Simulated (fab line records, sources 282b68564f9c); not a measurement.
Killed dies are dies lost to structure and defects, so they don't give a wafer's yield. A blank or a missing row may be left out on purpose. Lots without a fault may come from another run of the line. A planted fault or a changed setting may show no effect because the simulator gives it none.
Which tool did it? | flow rit_cmos | 6 lots, 18 wafers sampled, at 2 steps of a route of 202

WHAT THE GAUGES READ, wafer by wafer
RIT_PSD_OVL_MEAS_06.
lot  | measured    | on         | PSD_OVL (nm)
L622 | day 3 07:28 | overlay-01 | -1.5 -0.9 -2.4
L624 | day 3 16:34 | overlay-02 | 3.6 2.5 1.3
L626 | day 4 05:01 | overlay-01 | - - -
L628 | day 4 16:26 | overlay-01 | 0.6 1.3 1.8
L638 | day 6 15:57 | overlay-01 | -0.3 -0.2 -0.6
L642 | day 7 11:37 | overlay-01 | -3.2 -3.3 -2.0

WHICH TOOL RAN EACH LOT (tool, then ch and the chambers of the sampled wafers, then the start)
lot  | RIT_PSD_EXPOSE_03
L622 | iline_stepper-01 ch 0, day 3 07:04
L624 | iline_stepper-02 ch 0, day 3 16:10
L626 | iline_stepper-01 ch 0, day 4 04:37
L628 | iline_stepper-02 ch 0, day 4 16:03
L638 | iline_stepper-02 ch 0, day 6 15:33
L642 | iline_stepper-02 ch 0, day 7 11:14
- RIT_PSD_EXPOSE_03: exposes mask M10, target cd 40900 nm.

THE ANSWER, worked out from the rows above alone
Rule: what is usual is taken from the lots themselves. Put in order of their means at a reading, lots are off if they are a third of the lots or fewer, leave a main group of 4 or more, and stand apart from it by a gap of 3 or more times the standard deviation of the main group's means; of several such gaps the widest counts. A main group whose means are all the same, to the digits that the tables above print for the reading, isn't used. A lot without any number at a reading at which 4 lots or more have one is off too. The other lots that the step has rows for count as sound.
Off: L626, at RIT_PSD_OVL_MEAS_06 (PSD_OVL). Without a number there: L626. The main group: mean -0.2 nm, standard deviation 1.9.
A tool fits if, at a process step before that reading, it ran every lot that is off, and no sound lot after the first of them. The gauges at RIT_PSD_OVL_MEAS_06 are tried like those tools. One fits: iline_stepper-01 at RIT_PSD_EXPOSE_03. Its last sound lot is L622 (day 3 07:04), its first lot that is off L626 (day 4 04:37): a fault that began between those two fits.

WHAT THE SIMULATOR HAD PUT IN
Scanner matching overlay: iline_stepper-01, from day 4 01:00 on, at RIT_PSD_EXPOSE_03. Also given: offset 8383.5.
Lots struck among those shown: L626. The rule above found the same.
